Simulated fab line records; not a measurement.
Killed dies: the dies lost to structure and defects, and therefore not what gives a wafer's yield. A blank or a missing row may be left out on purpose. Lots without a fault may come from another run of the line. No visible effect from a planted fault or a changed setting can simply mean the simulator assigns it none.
One fault seen from 2 desks ; flow berkeleyCmos170 ; each desk has only its own numbers; what lay behind them comes last

== THE METROLOGY DESK ==
Lot by lot, what the gauges showed, no matter which tool ran the lot: averages of those sampled wafers that carry a number. Any lot whose mean is over 4 standard deviations away from the usual mean is out of limits and marked OUT; that distance is given in the brackets.
Columns: A = SILICIDE_TI_THK at UCB170_SILICIDE_THK_MEAS_03, usual 29.8 nm; B = cdNm at UCB170_CONTACT_CD_MEAS_15, usual 699.2 nm; C = M1_AL_RS at UCB170_M1_RS_MEAS_01, usual 0.0486 ohm/sq
lot;first seen here;A;B;C
L780;day 6 23:31;29.9;698.9;0.0483
L779;day 6 23:53;30.0;697.9;0.0485
L782;day 7 08:29;29.8;699.6;0.0490
L781;day 7 09:13;30.0;701.8;0.0487
L783;day 7 22:54;29.0;713.6 (+10) OUT;0.0482
L784;day 7 22:54;29.7;712.4 (+9.5) OUT;0.0487
L794;day 10 07:26;30.3;699.4;0.0488
L796;day 10 11:19;30.0;698.8;0.0484
L793;day 10 11:40;30.2;699.7;0.0495
L797;day 10 23:36;29.9;701.3;0.0486
L798;day 11 09:14;29.4;700.5;0.0484
L801;day 11 13:51;29.5;700.0;0.0485
L800;day 11 19:17;29.8;700.5;0.0485
L802;day 12 04:24;29.7;699.9;0.0479
This desk finds L783, L784 out of limits, L783 being first, at day 8 07:42 (cdNm at UCB170_CONTACT_CD_MEAS_15). L780, L779, L782, L781, L794, L796, L793, L797, L798, L801, L800, L802: within limits.

== THE TOOL OWNER'S DESK: lithoTrack-01 ==
The tool's own readings at UCB170_CONTACT_PEB_13: means of the sampled wafers that have a number, for each lot that ran on this tool. Any lot whose mean is over 4 standard deviations away from the usual mean is out of limits and marked OUT; that distance is given in the brackets.
Columns: A = heaterPowerTotalW at UCB170_CONTACT_PEB_13, usual 56.80 W; B = plateTempC at UCB170_CONTACT_PEB_13, usual 129.99 C
lot;first seen here;A;B
L781;day 7 13:28;56.83;130.07
L783;day 8 07:26;58.07 (+28) OUT;132.14 (+17) OUT
L784;day 8 07:42;58.03 (+27) OUT;132.23 (+17) OUT
L798;day 11 12:53;56.77;130.10
L801;day 11 17:50;56.81;129.87
L800;day 11 23:49;56.81;129.97
This desk finds L783, L784 out of limits, L783 being first, at day 8 07:26 (heaterPowerTotalW at UCB170_CONTACT_PEB_13). L781, L798, L801, L800: within limits.

== ALL TOGETHER ==
The tool owner's desk had the chance to raise an alarm at day 8 07:26 on L783, L784.
Metrology desk: alarm possible at day 8 07:42 on L783, L784.
The lots listed all ran UCB170_CONTACT_PEB_13 on lithoTrack-01.

== WHAT THE SIMULATOR HAD PUT IN ==
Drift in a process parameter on lithoTrack-01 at UCB170_CONTACT_PEB_13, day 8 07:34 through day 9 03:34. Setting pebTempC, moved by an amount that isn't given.
Lots struck among those shown: L783, L784.
